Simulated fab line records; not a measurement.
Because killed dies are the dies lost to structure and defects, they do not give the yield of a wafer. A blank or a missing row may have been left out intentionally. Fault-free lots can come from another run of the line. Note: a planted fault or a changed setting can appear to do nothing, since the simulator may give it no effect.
Struck lot and sound lot, side by side | flow berkeleyCmos170 | 14 steps out of a route of 331
Sound: the wafers L623.1, L623.3, L623.4. Wafers L626.1, L626.3, L626.5 were the ones struck. At the end, the cause is stated.
Each step with rows lists, per side, the tool, then ch with its chambers, then its first start. Under that, the readings that differ: sound wafers | struck wafers | difference of the means | sigmas: that difference in standard deviations of wafers without a fault.
alike: same words and numbers on both sides, and readings whose means sit less than 2 such deviations apart. not compared: any withheld reading, any reading some wafer has no value for, any bound like >300 that may hide the same value, and any number with overlapping values for which the record gives no deviation.
Wherever a step has rows on one side only, a row that says differs or no value, or a row with sigmas, the two part there. Numbers that don't overlap but have no deviation are shown without sigmas and don't part them. Lack of a reading on every wafer of one side parts them only where that side has two or more wafers.

first, 2 steps without rows for these wafers: UCB170_CONTACT_CLEAN_00 (cleans in SPM, time 600 s); UCB170_CONTACT_CVD_01 (deposits PSG from SiH4/O2/PH3, target thk 700 nm, time 2820 s).
UCB170_CONTACT_THK_MEAS_02:
  struck on filmMetro-03, day 7 13:49; sound on filmMetro-01, day 6 22:02
  alike: CONTACT_PSG_THK
then, 3 steps without rows for these wafers: UCB170_CONTACT_HMDS_03 (prime time 60 s); UCB170_CONTACT_COAT_04 (resist thk 900 nm); UCB170_CONTACT_SOFTBAKE_05 (time 60 s).
UCB170_CONTACT_STRIP_06: strips in O2.
  sound on plasmaAsher-01 ch 0,1, day 6 22:42; struck on plasmaAsher-03 ch 0,1, day 7 14:51
reading                  | sound             | struck            | difference | sigmas
stripTimeToEndpointS (s) | 22.06 22.03 22.09 | 21.86 21.89 21.82 | -0.20      | -3
  alike: drypumpMotorCurrentA, oesProductAu
  not compared: rfHoursCounterH
then, 1 step without rows for these wafers: UCB170_CONTACT_CLEAN_07 (cleans in SPM, time 600 s).
UCB170_CONTACT_RTA_08: time 10 s.
  sound on rtpAnneal-01 ch 0, day 6 22:59; struck on rtpAnneal-02 ch 0, day 7 15:08
reading          | sound          | struck         | difference | sigmas
lampPowerPct (%) | 26.0 26.1 26.1 | 21.0 21.0 21.0 | -5.1       | -2
  alike: annealTempCMax, wafer_temp_C_max
then, 3 steps without rows for these wafers: UCB170_CONTACT_COAT_09; UCB170_CONTACT_COAT_10 (resist thk 900 nm); UCB170_CONTACT_SOFTBAKE_11 (time 60 s).
UCB170_CONTACT_EXPOSE_12: exposes mask CONT, target cd 700 nm.
  sound on krfScanner-02 ch 0, day 6 23:38; struck on krfScanner-01, day 7 16:08
  no value came back on the struck wafers for exposureDoseMJCm2, focusOffsetNm (nm); on the sound wafers exposureDoseMJCm2 reads 35.04 35.01 34.98
  alike: mask
next, for these wafers, 1 step has no rows: UCB170_CONTACT_PEB_13.

== WHERE THEY PART ==
Last at UCB170_CONTACT_EXPOSE_12 as far as this record goes, first at UCB170_CONTACT_STRIP_06.

WHY: whatever the simulator had introduced
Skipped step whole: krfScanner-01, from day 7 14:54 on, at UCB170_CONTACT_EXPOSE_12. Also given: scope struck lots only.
